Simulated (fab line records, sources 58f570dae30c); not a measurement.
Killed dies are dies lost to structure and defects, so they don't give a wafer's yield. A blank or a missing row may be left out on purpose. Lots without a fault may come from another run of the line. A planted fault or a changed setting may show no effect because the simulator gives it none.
Problem report in the 8D (eight disciplines) form, filled by code | flow berkeley_cmos170 | the parts of the form that need people (team, actions taken, sign-off) are left out

1. THE PROBLEM
PLDD_TW at UCB170_PLDD_TW_MEAS_11 reads a mean of 1044 on 6 wafers of 2 lots; wafers without a fault read 1001 with a standard deviation of 8.7. That is +4.9 standard deviations from the usual mean.
First seen on wafer L560.1, day 10 08:49, on film_metro-01. The record holds 42 wafers of 14 lots with a number at this step. Rule for "out", or "out of limits": more than 4 standard deviations from the usual mean. The other wafers with a number count as sound.

2. WHAT IT IS AND WHAT IT IS NOT
question                    | is                     | is not
which readings at this step | PLDD_TW                | -
which lots                  | L560, L562             | L547, L548, L549, L550, L552, L554, L559, L563, L564, L566, L568, L569
which wafers of those lots  | all that have a number | -
read on which gauges        | film_metro-01          | film_metro-02, film_metro-03
when                        | from day 10 08:49      | up to then (21 sound wafers); but 15 sound wafers of L563, L564, L566, L568, L569 came after

3. SUSPECTS, AND WHAT RULES EACH OUT
Counting: a tool at a process step up to the reading stays a suspect if it ran every lot that is out and no sound lot after the first of them.
- the gauge at UCB170_PLDD_TW_MEAS_11: ruled out. All the wafers that are out were read on film_metro-01, but those of them that UCB170_PLDD_IMPLANT_08 has rows for are out there too, on other tools.
- implanter-01 at UCB170_PLDD_IMPLANT_08: kept. It ran every lot that is out, first L560 (day 10 08:25), and no sound lot after that; its last sound lot up to then is L559 (day 9 15:38). Its own readings are out on those wafers: dose_ions_cm2, faraday_current_uA.
Left after counting: implanter-01 at UCB170_PLDD_IMPLANT_08.

4. THE CAUSE (what the simulator had put in)
Process parameter drift: implanter-01, from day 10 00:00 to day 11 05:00, at UCB170_PLDD_IMPLANT_08. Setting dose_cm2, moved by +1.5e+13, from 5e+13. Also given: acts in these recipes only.
Counting left only this tool.

5. THE CHAIN OF EFFECTS, in route order
Each row: a reading whose mean over the struck wafers that have a number lies more than 3 standard deviations from the usual. Only readings for which the record gives a usual standard deviation are gone through. hours: the time from each lot's start at the first step in this table that gives one to its start at this step, as a median over the lots. sigmas: the change in usual standard deviations.
hours | step                       | reading            | usual         | on struck wafers | change     | sigmas
0     | UCB170_PLDD_IMPLANT_08     | dose_ions_cm2      | 5.001e+13     | 6.503e+13        | +1.502e+13 | +99 or more
0     | UCB170_PLDD_IMPLANT_08     | faraday_current_uA | 158.5         | 210.4            | +51.9      | +18
0     | UCB170_PLDD_TW_MEAS_11     | PLDD_TW            | 1001          | 1044             | +43        | +4.9
18    | UCB170_SDANNEAL_RS_MEAS_04 | PLDD_RS            | 1032.1 ohm/sq | 924.7            | -107.4     | -43
The process steps in it:
- UCB170_PLDD_IMPLANT_08

6. WHAT WOULD HAVE CAUGHT IT SOONER
In this record the first reading out of limits at a measuring or inspecting step was taken at day 10 08:49, 9 hours after the fault began at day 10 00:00.
The tool's own readings at UCB170_PLDD_IMPLANT_08 were out on every struck wafer that the step has a row for (dose_ions_cm2, faraday_current_uA): an alarm limit on them would have fired on the first of those.
Of the lots that are out (2), L562 began UCB170_PLDD_IMPLANT_08 on implanter-01 after day 10 08:49. A hold on the tool at that time would have spared it.
